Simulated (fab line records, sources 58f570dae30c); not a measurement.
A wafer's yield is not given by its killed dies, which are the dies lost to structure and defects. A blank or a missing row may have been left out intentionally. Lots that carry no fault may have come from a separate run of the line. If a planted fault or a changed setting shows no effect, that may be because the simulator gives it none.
The same fault as seen by 2 desks || flow berkeleyCmos170 || only its own numbers are on each desk; what lay behind them is given at the end

== DESK OF THE TOOL OWNER: plasmaAsher-02 ==
The tool's own readings at UCB170_PSD_STRIP_09 (strips in O2): means of the sampled wafers that have a number, for each lot that ran on this tool. If a lot's mean is further than 4 standard deviations from the usual mean, the lot is out of limits and carries the mark OUT (the distance appears in the brackets).
Columns: A = drypumpMotorCurrentA at UCB170_PSD_STRIP_09, usual 5.6 A; B = oesProductAu at UCB170_PSD_STRIP_09, usual 0.600 a.u.; C = stripTimeToEndpointS at UCB170_PSD_STRIP_09, usual 29.40 s
{"lot": "L762", "first seen here": "day 8 05:04", "A": 5.3, "B": 0.597, "C": 29.42}
{"lot": "L764", "first seen here": "day 9 00:13", "A": 5.2, "B": 0.598, "C": 29.50}
{"lot": "L767", "first seen here": "day 9 10:10", "A": 5.2, "B": 0.603, "C": 29.29}
{"lot": "L776", "first seen here": "day 11 17:02", "A": 5.3, "B": 0.599, "C": 29.37}
{"lot": "L775", "first seen here": "day 11 17:17", "A": 5.4, "B": "0.432 (-37) OUT", "C": "-"}
This desk finds L775 out of limits, L775 being first, at day 11 17:17 (oesProductAu at UCB170_PSD_STRIP_09). L762, L764, L767, L776: within limits.

== AT THE METROLOGY DESK ==
What the gauges read for every lot (on any tool): the sampled wafers with a number, averaged. If a lot's mean is further than 4 standard deviations from the usual mean, the lot is out of limits and carries the mark OUT (the distance appears in the brackets).
Columns: A = NSD_TW at UCB170_NSD_TW_MEAS_10, usual 4162; B = PSD_RS at UCB170_SDANNEAL_RS_MEAS_02, usual 75.62 ohm/sq; C = SILICIDE_TI_RS at UCB170_SILICIDE_RS_MEAS_02, usual 26.50 ohm/sq; D = CONTACT_PSG_THK at UCB170_CONTACT_THK_MEAS_02, usual 700 nm
{"lot": "L760", "first seen here": "day 7 13:52", "A": 4131, "B": 75.29, "C": 26.65, "D": 693}
{"lot": "L761", "first seen here": "day 8 07:10", "A": 4181, "B": 75.62, "C": 26.00, "D": 716}
{"lot": "L762", "first seen here": "day 8 07:22", "A": 4148, "B": 75.64, "C": 26.85, "D": 685}
{"lot": "L766", "first seen here": "day 9 01:39", "A": 4167, "B": 75.76, "C": 26.51, "D": 702}
{"lot": "L764", "first seen here": "day 9 01:54", "A": 4121, "B": 75.08, "C": 25.89, "D": 697}
{"lot": "L767", "first seen here": "day 9 12:14", "A": 4130, "B": 75.55, "C": 26.22, "D": 701}
{"lot": "L768", "first seen here": "day 9 12:23", "A": 4171, "B": 75.29, "C": 26.51, "D": 702}
{"lot": "L771", "first seen here": "day 10 10:38", "A": 4183, "B": 75.78, "C": 26.80, "D": 703}
{"lot": "L776", "first seen here": "day 11 21:52", "A": 4213, "B": 75.86, "C": 26.74, "D": 704}
{"lot": "L775", "first seen here": "day 11 22:05", "A": "30 (-99 or more) OUT", "B": 75.86, "C": 26.80, "D": 703}
{"lot": "L780", "first seen here": "day 12 15:07", "A": 4186, "B": 75.58, "C": 26.43, "D": 688}
{"lot": "L783", "first seen here": "day 13 14:31", "A": 4207, "B": 76.01, "C": 26.88, "D": 691}
{"lot": "L782", "first seen here": "day 13 14:47", "A": 4135, "B": 75.68, "C": 26.22, "D": 705}
This desk reports L775 out of limits; the earliest was L775 at day 11 22:05 (NSD_TW at UCB170_NSD_TW_MEAS_10). L760, L761, L762, L766, L764, L767, L768, L771, L776, L780, L783, L782: within limits.

== ALL TOGETHER ==
On L775, at day 11 17:17, an alarm was possible from the tool owner's desk.
At day 11 22:05 the metrology desk could have sounded an alarm, on L775.
UCB170_PSD_STRIP_09 was run on plasmaAsher-02 by each of the lots named.

== WHAT HAD BEEN PUT IN BY THE SIMULATOR ==
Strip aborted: plasmaAsher-02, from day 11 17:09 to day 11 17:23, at UCB170_PSD_STRIP_09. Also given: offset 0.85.
Struck lots among those shown: L775.
Counting hours from when the fault started, the first reading out of limits came at 0 for the tool owner's desk and at 5 for the metrology desk.
